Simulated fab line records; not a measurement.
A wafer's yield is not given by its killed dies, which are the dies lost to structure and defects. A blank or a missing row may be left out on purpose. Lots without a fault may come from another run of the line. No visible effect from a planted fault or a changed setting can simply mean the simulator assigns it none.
A lot that was struck, set against a sound lot -- flow berkeley_cmos170 -- 20 out of 331 route steps
Sound: these wafers, L290.2, L290.3, L290.4. Struck: wafers L297.2, L297.4, L297.6. The cause is given at the end.
For every step that has rows: the tool of each side, followed by ch and its chambers, followed by its first start. Under that, the readings that differ: sound wafers -- struck wafers -- difference of the means -- sigmas: that difference in standard deviations of wafers without a fault.
alike: a reading whose means differ by less than 2 such deviations, as well as words and numbers matching on both sides. not compared: withheld readings; readings where some wafer has no value; bounds like >300 that might hide an equal value; numbers whose values overlap and for which the record gives no deviation.
A row with sigmas, a row that says differs or no value, or rows on one side alone: a step with any of these is where the two part. Numbers that don't overlap but have no deviation are shown without sigmas and don't part them. A reading that every wafer of one side lacks parts them only if that side has two wafers or more.

first, 5 steps without rows for these wafers: UCB170_WELLDRIVE_ANNEAL_03 (time 900 s); UCB170_WELLDRIVE_WET_ETCH_04 (etches SiO2 in BOE, time 120 s); UCB170_ACTIVE_CLEAN_00 (cleans in SPM, time 600 s); UCB170_ACTIVE_CLEAN_01 (cleans in dHF, time 60 s); UCB170_ACTIVE_OXIDATION_02 (target thk 26.4 nm, ox time 1260 s).
UCB170_ACTIVE_THK_MEAS_03:
  struck on film_metro-02, day 8 07:19; sound on film_metro-02, day 6 20:25
  alike: ACTIVE_OXIDE_THK
then, 2 steps without rows for these wafers: UCB170_ACTIVE_ANNEAL_04 (time 900 s); UCB170_ACTIVE_CVD_05 (deposits Si3N4 from SiH2Cl2/NH3, target thk 220 nm, time 3300 s).
UCB170_ACTIVE_THK_MEAS_06:
  struck on film_metro-03, day 8 14:43; sound on film_metro-04, day 7 04:09
reading,sound,struck,difference,sigmas
ACTIVE_NITRIDE_THK (nm),223.0 221.7 222.9,215.4 215.5 219.1,-5.9,-3
then, 3 steps without rows for these wafers: UCB170_ACTIVE_HMDS_07 (prime time 60 s); UCB170_ACTIVE_COAT_08 (resist thk 900 nm); UCB170_ACTIVE_SOFTBAKE_09 (time 60 s).
UCB170_ACTIVE_EXPOSE_10: exposes mask ACTIVE, target cd 1200 nm.
  sound on krf_scanner-02 ch 0, day 7 04:40; struck on krf_scanner-02 ch 0, day 8 15:22
  alike: mask
then, 2 steps without rows for these wafers: UCB170_ACTIVE_PEB_11; UCB170_ACTIVE_DEVELOP_12 (develop time 45 s).
UCB170_ACTIVE_CD_MEAS_13: target cd 1200 nm.
  struck on cd_sem-02, day 8 16:44; sound on cd_sem-02, day 7 05:04
reading,sound,struck,difference,sigmas
cd_nm (nm),1198.3 1198.9 1201.2,1190.5 1197.8 1199.1,-3.7,-3
UCB170_ACTIVE_OVL_MEAS_14:
  struck on overlay-02, day 8 16:51; sound on overlay-02, day 7 05:10
  alike: ACTIVE_OVL
UCB170_ACTIVE_ETCH_15: etches Si3N4 in CH3F/Ar/O2, stops on SiO2, target depth 242 nm, time 151 s.
  sound on rie_diel-03 ch 0,1,3, day 7 05:11; struck on rie_diel-02 ch 0,1,2, day 8 16:53
  alike: drypump_motor_current_A, oes_product_au, throttle_valve_pct
  not compared: rf_hours_counter_h, model.ACTIVE.cd_nm
UCB170_ACTIVE_STRIP_16: strips in O2.
  sound on plasma_asher-04 ch 0,1, day 7 05:17; struck on plasma_asher-02 ch 0,1, day 8 16:59
reading,sound,struck,difference,sigmas
oes_product_au (a.u.),0.725 0.729 0.721,0.715 0.716 0.718,-0.009,-2
  alike: drypump_motor_current_A, strip_time_to_endpoint_s
  not compared: rf_hours_counter_h
UCB170_M3_PROBE_99:
  the record has rows for the sound wafers here (prober-02, day 11 07:34) and none for the struck ones

== WHERE THEY PART ==
First at UCB170_ACTIVE_THK_MEAS_06; last, within this record, at UCB170_M3_PROBE_99.

WHY: the cause the simulator had injected
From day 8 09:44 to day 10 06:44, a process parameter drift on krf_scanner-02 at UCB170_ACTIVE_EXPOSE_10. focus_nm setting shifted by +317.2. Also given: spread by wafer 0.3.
